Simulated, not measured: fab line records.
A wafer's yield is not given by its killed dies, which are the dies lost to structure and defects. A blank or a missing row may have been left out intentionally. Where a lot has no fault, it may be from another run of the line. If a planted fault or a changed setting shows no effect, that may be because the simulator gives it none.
Which of the tools did it? | flow rit cmos | 45 wafers sampled from 15 lots at 1 step of a route of 202

## WHAT EACH GAUGE READ, for each wafer
The record holds no reading of a measuring or inspecting step that can be judged against a usual standard deviation.

## WHAT TOOL EACH LOT RAN ON (gives the tool, then ch and the chambers of the sampled wafers, and finally the start)
lot  | RIT_NSD_DEVELOP_05
L876 | litho track-04 ch 0, day 3 06:00
L877 | litho track-03 ch 0, day 3 10:00
L878 | litho track-04 ch 0, day 3 18:00
L879 | litho track-04 ch 0, day 3 20:00
L880 | litho track-03 ch 0, day 3 23:00
L882 | litho track-03 ch 0, day 4 15:00
L883 | litho track-01 ch 0, day 4 20:00
L884 | litho track-04 ch 0, day 4 22:00
L885 | litho track-01 ch 0, day 5 03:00
L887 | litho track-03 ch 0, day 5 18:00
L888 | litho track-04 ch 0, day 5 19:00
L891 | litho track-04, day 6 12:00
L892 | litho track-04, day 6 16:00
L893 | litho track-04, day 6 20:00
L898 | litho track-04 ch 0, day 7 17:00
- RIT_NSD_DEVELOP_05: develop time 50 s.

## AS READ BY THE TOOLS THEMSELVES (means over the sampled wafers that have a number; for cases with no such wafer, the mark the record gives instead)
RIT_NSD_DEVELOP_05.
lot  | tool           | chill plate temp C (C)
L876 | litho track-04 | 23.00
L877 | litho track-03 | 22.94
L878 | litho track-04 | 22.94
L879 | litho track-04 | 23.02
L880 | litho track-03 | 22.87
L882 | litho track-03 | 23.11
L883 | litho track-01 | 23.09
L884 | litho track-04 | 22.88
L885 | litho track-01 | 23.00
L887 | litho track-03 | 22.94
L888 | litho track-04 | 23.10
L891 | litho track-04 | -
L892 | litho track-04 | -
L893 | litho track-04 | -
L898 | litho track-04 | 23.20

## THE ANSWER, worked out from the rows above alone
Rule: the lots themselves supply what counts as usual. Put in order of their means at a reading, lots are off if they are a third of the lots or fewer, leave a main group of 4 or more, and stand apart from it by a gap of 3 or more times the standard deviation of the main group's means; of several such gaps the widest counts. A main group is skipped when, at the precision printed for the reading in the tables above, its means are all equal. Also off: a lot with no number at a reading for which 4 or more lots have one. Where the step has rows for the other lots, those lots are counted as sound. The gauges are gone through in route order, then the tools' own readings, and for those a lot's mean is taken as printed above. The first step at which some lot is off is used, and at that step the reading that is off furthest; a lot without a number counts as furthest.
Off at RIT_NSD_DEVELOP_05 (chill plate temp C): L891, L892, L893. Without a number there: L891, L892, L893. The main group: mean 23.01 C, standard deviation 0.097.
A tool fits if, at that step or a process step before it, it ran every lot that is off, and no sound lot after the first of them. No candidate that was tried fits.

## WHAT THE SIMULATOR HAD INSERTED
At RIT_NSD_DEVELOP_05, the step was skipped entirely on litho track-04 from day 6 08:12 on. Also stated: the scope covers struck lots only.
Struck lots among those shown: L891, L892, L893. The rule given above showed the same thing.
